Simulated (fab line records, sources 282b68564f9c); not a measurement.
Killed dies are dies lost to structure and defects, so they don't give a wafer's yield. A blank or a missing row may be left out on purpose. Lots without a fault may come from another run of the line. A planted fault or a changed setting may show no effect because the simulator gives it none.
fab line records | flow rit_cmos
record lots=7 wafers=21 last_day=7
route steps=202 shown M1@184
lots that met no fault: from a run of the same line without faults
start_h: hours from the record's first day to the start of the lot's first wafer shown | wait_h: hours since the lot's step before | " the same as in the row above | L1.1+2: a row that stands for several wafers | - no value, or no start given | * or withheld: withheld | < > ~ a bound
route shown NAME@n: a module of which the file shows steps, and the number in the route of the first | usual: mean/standard deviation of fault-free wafers | same: alike in all rows | chamber/n: place in a boat | sites: the reading at each site | _std_site: their standard deviation | _edge_site: outer sites' mean less inner sites' | radius_mm: how far each site lies from the wafer's centre | mask NAME#n: copy n | behind: the tool/chamber that last shaped the wafer | hold: why the lot was held/for how many hours/how that ended | device: the transistor (n, p or np) that didn't switch | end of line: the same wafers' tests at the end of the route | a step without rows: its recipe alone | killed: dies lost to structure and defects at the first sort, not the wafer's yield | map: a wafer's dies, x killed, . not, _ none there
set.NAME: the setting as run; set.NAME@STEP: as run at that earlier step | model.NAME: the simulator's own value behind a step, which no gauge read
lots at some steps of the route; a table a step, a row a wafer
services: from which hour (start_h, from the record's first day; less than 0 if before it) a tool's chamber was out of use, for how many hours, and why
## steps
# step RIT_M1_SPUTTER_00
# recipe material=Al target_thk_nm=400 power_w=2000 chamber_pressure_pa=0.4 gas=Ar time_s=500 substrate_temp_c=25
# usual throttle_valve_pct=30.2/1
# columns lot.wafer tool chamber start_h wait_h throttle_valve_pct
L912.2 pvd_sputter-01 - 76.99 0.0 28.3
L912.5 " - " " 28.1
L912.6 " - " " 29.8
L918.1 pvd_sputter-01 - 109.37 0.0 29.3
L918.3 " - " " 28.0
L918.6 " - " " 30.7
L925.1 pvd_sputter-01 - 142.83 0.0 31.3
L925.2 " - " " 27.9
L925.3 " - " " 29.1
L927.3 pvd_sputter-01 - 153.49 0.0 28.1
L927.5 " - " " 31.3
L927.6 " - " " 30.6
L928.2 pvd_sputter-01 - 159.46 0.0 30.5
L928.4 " - " " 29.2
L928.5 " - " " 29.4
L930.2 pvd_sputter-01 - 168.43 0.0 31.4
L930.5 " - " " 31.4
L930.6 " - " " 30.6
L931.2 pvd_sputter-04 - 172.85 0.0 30.1
L931.3 " - " " 30.5
L931.6 " - " " 29.0
# step RIT_M1_RS_MEAS_01
# recipe thk_meas_gauge=four-point-probe reads=Al_of_M1_SPUTTER_00
# usual M1_AL_RS=0.0737/0.00072
# columns lot.wafer tool chamber start_h wait_h M1_AL_RS[ohm/sq]
L912.2 film_metro-04 - 77.30 0.2 0.0730
L912.5 " - " " 0.0730
L912.6 " - " " 0.0731
L918.1 film_metro-02 - 109.67 0.1 0.0722
L918.3 " - " " 0.0726
L918.6 " - " " 0.0727
L925.1 film_metro-02 - 143.13 0.1 0.0740
L925.2 " - " " 0.0733
L925.3 " - " " 0.0733
L927.3 film_metro-02 - 153.82 0.2 0.0743
L927.5 " - " " 0.0753
L927.6 " - " " 0.0743
L928.2 film_metro-02 - 159.78 0.2 0.0736
L928.4 " - " " 0.0734
L928.5 " - " " 0.0738
L930.2 film_metro-02 - 168.75 0.2 0.0733
L930.5 " - " " 0.0735
L930.6 " - " " 0.0740
L931.2 film_metro-04 - 173.16 0.2 0.0733
L931.3 " - " " 0.0748
L931.6 " - " " 0.0743
# step RIT_M1_THK_MEAS_02
# recipe thk_meas_gauge=xrf reads=Al_of_M1_SPUTTER_00
# usual M1_AL_THK=396/4.8
# columns lot.wafer tool chamber start_h wait_h M1_AL_THK[nm]
L912.2 film_metro-04 - 77.41 0.1 399
L912.5 " - " " 401
L912.6 " - " " 399
L918.1 film_metro-02 - 109.79 0.1 402
L918.3 " - " " 398
L918.6 " - " " 399
L925.1 film_metro-02 - 143.25 0.1 395
L925.2 " - " " 397
L925.3 " - " " 396
L927.3 film_metro-02 - 153.92 0.1 389
L927.5 " - " " 387
L927.6 " - " " 387
L928.2 film_metro-02 - 159.89 0.1 390
L928.4 " - " " 394
L928.5 " - " " 393
L930.2 film_metro-02 - 168.86 0.1 396
L930.5 " - " " 396
L930.6 " - " " 396
L931.2 film_metro-04 - 173.27 0.1 400
L931.3 " - " " 393
L931.6 " - " " 395
# step RIT_M1_HMDS_03
# recipe prime_time_s=60 prime_temp_c=140
# step RIT_M1_COAT_04
# recipe resist=NOVOLAK spin_rpm=2000 resist_thk_nm=1300
# step RIT_M1_SOFTBAKE_05
# recipe resist=NOVOLAK temp_c=90 time_s=60
# step RIT_M1_EXPOSE_06
# recipe mask_id=M12 na=0.6 source_shape=conventional sigma_outer=0.5 target_cd_nm=2600 dose_mj=250
# step RIT_M1_PEB_07
# recipe resist=NOVOLAK temp_c=withheld time_s=withheld
# step RIT_M1_DEVELOP_08
# recipe resist=NOVOLAK develop_time_s=68 dev_temp_c=23
# step RIT_M1_CD_MEAS_09
# recipe target_cd_nm=2600
# usual cd_nm=2599.4/2.2
# columns lot.wafer tool chamber start_h wait_h cd_nm
L912.2 cd_sem-01 - 78.49 - 2600.4
L912.5 " - " " 2601.9
L912.6 " - " " 2601.7
L918.1 cd_sem-02 - 110.73 - 2598.5
L918.3 " - " " 2598.2
L918.6 " - " " 2597.1
L925.1 cd_sem-01 - 144.19 - 2600.1
L925.2 " - " " 2600.7
L925.3 " - " " 2600.9
L927.3 cd_sem-02 - 154.88 - 2597.4
L927.5 " - " " 2598.5
L927.6 " - " " 2598.6
L928.2 cd_sem-02 - 160.84 - 2598.3
L928.4 " - " " 2596.0
L928.5 " - " " 2596.7
L930.2 cd_sem-02 - 169.81 - 2598.6
L930.5 " - " " 2599.5
L930.6 " - " " 2598.2
L931.2 cd_sem-02 - 174.22 - 2600.7
L931.3 " - " " 2598.6
L931.6 " - " " 2601.6
# step RIT_M1_OVL_MEAS_10
# usual M1_OVL=1.0/1.5
# columns lot.wafer tool chamber start_h wait_h M1_OVL[nm]
L912.2 overlay-02 - 78.59 0.1 -0.5
L912.5 " - " " -0.3
L912.6 " - " " -1.5
L918.1 overlay-01 - 110.85 0.1 0.8
L918.3 " - " " -0.2
L918.6 " - " " 0.8
L925.1 overlay-01 - 144.31 0.1 -0.6
L925.2 " - " " 0.1
L925.3 " - " " -1.2
L927.3 overlay-01 - 154.97 0.1 0.7
L927.5 " - " " 1.0
L927.6 " - " " 0.5
L928.2 overlay-01 - 160.95 0.1 -0.8
L928.4 " - " " -0.4
L928.5 " - " " 0.5
L930.2 overlay-02 - 169.91 0.1 -0.9
L930.5 " - " " -1.2
L930.6 " - " " 0.3
L931.2 overlay-02 - 174.33 0.1 3.2
L931.3 " - " " 1.3
L931.6 " - " " -0.2
# step RIT_M1_HARDBAKE_11
# recipe resist=NOVOLAK temp_c=140 time_s=120
# step RIT_M1_METAL_ETCH_12
# recipe stop_on=SiO2 chemistry=Cl2/BCl3 target=Al time_s=165 over_etch_frac=0.5 pressure_mtorr=100 target_depth_a=6000 rf_w=250 Cl2_flow_sccm=60 bcl3_flow_sccm=50
# usual drypump_motor_current_A=6.1/0.36 oes_product_au=0.774/0.015 rf_fwd_power_W=249.1/0.75 throttle_valve_pct=8.24/0.079
# columns lot.wafer tool chamber start_h wait_h drypump_motor_current_A oes_product_au rf_fwd_power_W rf_hours_counter_h throttle_valve_pct model.NOVOLAK_of_M1_COAT_04.thk_nm
L912.2 rie_metal-04 0 78.87 0.2 6.5 0.759 249.4 3 8.13 816.5
L912.5 " 0 " " 6.5 0.761 249.1 - 8.11 814.6
L912.6 " 1 " " 5.8 0.780 249.4 - 8.21 807.8
L918.1 rie_metal-03 0 111.14 0.2 6.3 0.787 249.1 36 8.36 798.1
L918.3 " 1 " " 6.4 0.766 247.9 - 8.21 795.6
L918.6 " 0 " " 6.3 0.785 249.5 - 8.36 796.6
L925.1 rie_metal-04 0 144.59 0.2 6.4 0.754 220.1 4 8.13 856.2
L925.2 " 1 " " 5.8 0.778 249.4 3 8.19 809.2
L925.3 " 0 " " 6.4 0.760 219.6 - 8.13 859.2
L927.3 rie_metal-04 0 155.36 0.2 6.4 0.748 219.4 - 8.14 855.5
L927.5 " 1 " " 5.8 0.770 247.0 - 8.23 800.8
L927.6 " 0 " " 6.4 0.755 219.7 - 8.14 851
L928.2 rie_metal-03 0 161.23 0.2 6.3 0.754 248.9 0 8.36 791.4
L928.4 " 0 " " 6.3 0.772 248.4 - 8.36 792.7
L928.5 " 1 " " 6.4 0.758 249.3 - 8.20 800.5
L930.2 rie_metal-04 1 170.19 0.2 5.8 0.786 249.7 4 8.21 810.3
L930.5 " 1 " " 5.8 0.784 248.1 - 8.22 810.3
L930.6 " 0 " " 6.4 0.746 219.9 - 8.14 856.3
L931.2 rie_metal-03 1 174.61 0.2 6.4 0.766 250.2 0 8.20 801.7
L931.3 " 1 " " 6.4 0.761 248.5 - 8.21 800.5
L931.6 " 1 " " 6.4 0.754 250.1 - 8.23 802.1
# step RIT_M1_STRIP_13
# recipe chemistry=nmp resist=NOVOLAK temp_c=80 time_s=600 dry=n2_spin
# step RIT_M1_PROBE_99
# usual defect_limited_yield=97.4/1 killed_at_M0_to_M3=0.0/0.12 killed_at_contacts=0.1/0.25 killed_at_front_end=6.8/2.7 killed_dies=6.8/2.7 killed_open=3.4/1.8 killed_short=3.5/1.7 sort_bin_3_pad_short=0.1/0.23 sort_bin_5_function=1.5/0.67 sort_bin_6_memory=1.0/0.67 sort_n_pass=257.2/2.7 sort_yield_pct=97.4/1
# same gross_dies=264 killed_at_M4_up=0 killed_at_back_side=0 killed_at_other=0
# columns lot.wafer tool chamber start_h wait_h defect_limited_yield[%] killed_at_M0_to_M3 killed_at_contacts killed_at_front_end killed_dies killed_open killed_short sort_bin_3_pad_short[%] sort_bin_5_function[%] sort_bin_6_memory[%] sort_n_pass sort_yield_pct[%]
L912.2 prober-01 - 81.19 0.1 97.3 0 0 7 7 2 5 0 1.5 1.1 257.0 97.3
L912.5 prober-01 - 81.34 0.2 97.7 0 0 6 6 0 6 0.4 1.1 0.8 258.0 97.7
L912.6 prober-01 - 81.39 0.2 97.3 0 0 7 7 3 4 0 1.5 1.1 257.0 97.3
L918.1 prober-01 - 128.50 1.2 97.7 0 0 6 6 3 3 0 1.9 0.4 258.0 97.7
L918.3 prober-01 - 128.60 1.2 97.3 0 0 7 7 4 3 0 1.1 1.5 257.0 97.3
L918.6 prober-01 - 128.75 1.3 96.6 0 0 9 9 5 4 0 3.0 0.4 255.0 96.6
L927.3 prober-02 - 157.69 0.2 97.0 0 0 8 8 3 5 0 1.5 1.5 256.0 97.0
L927.5 prober-02 - 157.79 0.2 98.1 0 0 5 5 1 4 0 1.1 0.8 259.0 98.1
L927.6 prober-02 - 157.84 0.2 95.8 0 0 11 11 5 6 0.4 2.7 1.1 253.0 95.8
L930.2 prober-01 - 172.51 0.1 97.0 0 0 8 8 4 4 0 1.5 1.5 256.0 97.0
L930.5 prober-01 - 172.66 0.2 95.8 0 0 11 11 5 6 0.8 2.3 1.1 253.0 95.8
L930.6 prober-01 - 172.71 0.2 95.5 0 0 12 12 8 4 0.4 1.5 2.7 252.0 95.5
L931.2 prober-02 - 176.93 0.1 97.7 0 0 6 6 6 0 0 0.4 1.9 258.0 97.7
L931.3 prober-02 - 176.98 0.2 98.1 0 0 5 5 1 4 0 1.5 0.4 259.0 98.1
L931.6 prober-02 - 177.13 0.2 96.6 0 0 9 9 7 2 0 1.9 1.5 255.0 96.6
# killed by level:class
L912.2 GATE:geometric_particle:short=3 FOX1:geometric_particle:short=1 FOX2:geometric_particle:open=1 GATE:geometric_particle:open=1 SPACER:geometric_particle:short=1
L912.5 GATE:geometric_particle:short=3 REOX:geometric_particle:short=1 SPACER:geometric_particle:short=1 SILICIDE:geometric_particle:short=1
L912.6 FOX2:geometric_particle:short=2 GATE:geometric_particle:open=2 GATE:geometric_particle:short=1 REOX:geometric_particle:short=1 REOX:geometric_particle:open=1
L918.1 GATE:geometric_particle:short=3 FOX1:geometric_particle:open=1 FOX2:geometric_particle:open=1 SILICIDE:geometric_particle:open=1
L918.3 GATE:geometric_particle:short=2 GATE:geometric_particle:open=2 FOX1:geometric_particle:open=1 FOX2:geometric_particle:short=1 REOX:geometric_particle:open=1
L918.6 GATE:geometric_particle:open=3 GATE:geometric_particle:short=2 SILICIDE:geometric_particle:short=2 FOX2:geometric_particle:open=1 SPACER:geometric_particle:open=1
L927.3 GATE:geometric_particle:open=2 SILICIDE:geometric_particle:short=2 FOX1:geometric_particle:short=1 GATE:geometric_particle:short=1 SPACER:geometric_particle:open=1 REOX:geometric_particle:short=1
L927.5 GATE:geometric_particle:short=2 GATE:geometric_particle:open=1 REOX:geometric_particle:short=1 SPACER:geometric_particle:short=1
L927.6 FOX2:geometric_particle:short=2 SILICIDE:geometric_particle:open=2 SILICIDE:geometric_particle:short=2 FOX1:geometric_particle:short=1 FOX1:geometric_particle:open=1 GATE:geometric_particle:open=1 GATE:geometric_particle:short=1 SPACER:geometric_particle:open=1
L930.2 GATE:geometric_particle:open=3 GATE:geometric_particle:short=2 SILICIDE:geometric_particle:short=2 FOX1:geometric_particle:open=1
L930.5 GATE:geometric_particle:open=3 FOX1:geometric_particle:short=2 FOX1:geometric_particle:open=2 REOX:geometric_particle:short=2 FOX2:geometric_particle:short=1 GATE:geometric_particle:short=1
L930.6 GATE:geometric_particle:open=3 SPACER:geometric_particle:open=3 FOX2:geometric_particle:open=2 GATE:geometric_particle:short=2 FOX2:geometric_particle:short=1 SPACER:geometric_particle:short=1
L931.2 SPACER:geometric_particle:open=2 SILICIDE:geometric_particle:open=2 FOX2:geometric_particle:open=1 GATE:geometric_particle:open=1
L931.3 REOX:geometric_particle:short=3 SILICIDE:geometric_particle:short=1 SILICIDE:geometric_particle:open=1
L931.6 GATE:geometric_particle:open=2 REOX:geometric_particle:short=2 FOX1:geometric_particle:open=1 FOX2:geometric_particle:open=1 REOX:geometric_particle:open=1 SPACER:geometric_particle:open=1 SILICIDE:geometric_particle:open=1
## services
# columns tool chamber start_h hours kind
pvd_sputter-04 - 87.40 3.9 repair
pvd_sputter-04 - 100.84 0.8 repair
rie_metal-03 - 124.72 1.1 repair
rie_metal-03 - 136.12 20.0 pm
rie_metal-03 0 136.12 20.0 vent_cycle
rie_metal-03 1 136.12 20.0 vent_cycle
rie_metal-03 0 156.12 - clean
rie_metal-03 1 156.12 - clean
## key
first_sign step=RIT_M1_METAL_ETCH_12 reading=rf_fwd_power_W direction=down sigmas=39 usual=249.1 struck=219.8
effect none on later readings
model_effect step=RIT_M1_METAL_ETCH_12 value=NOVOLAK_of_M1_COAT_04.thk_nm without=817.1 struck=855.7
met_at RIT_M1_METAL_ETCH_12
struck_wafers L925.1,L925.3,L927.3,L927.6,L930.6
onset_between 78.87 144.59
fault kind=process_parameter_drift tool=rie_metal-04 chamber=0 onset_h=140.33 steps=RIT_M1_METAL_ETCH_12 channel=rf_w offset=-30 shape=step end_h=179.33 stated=250
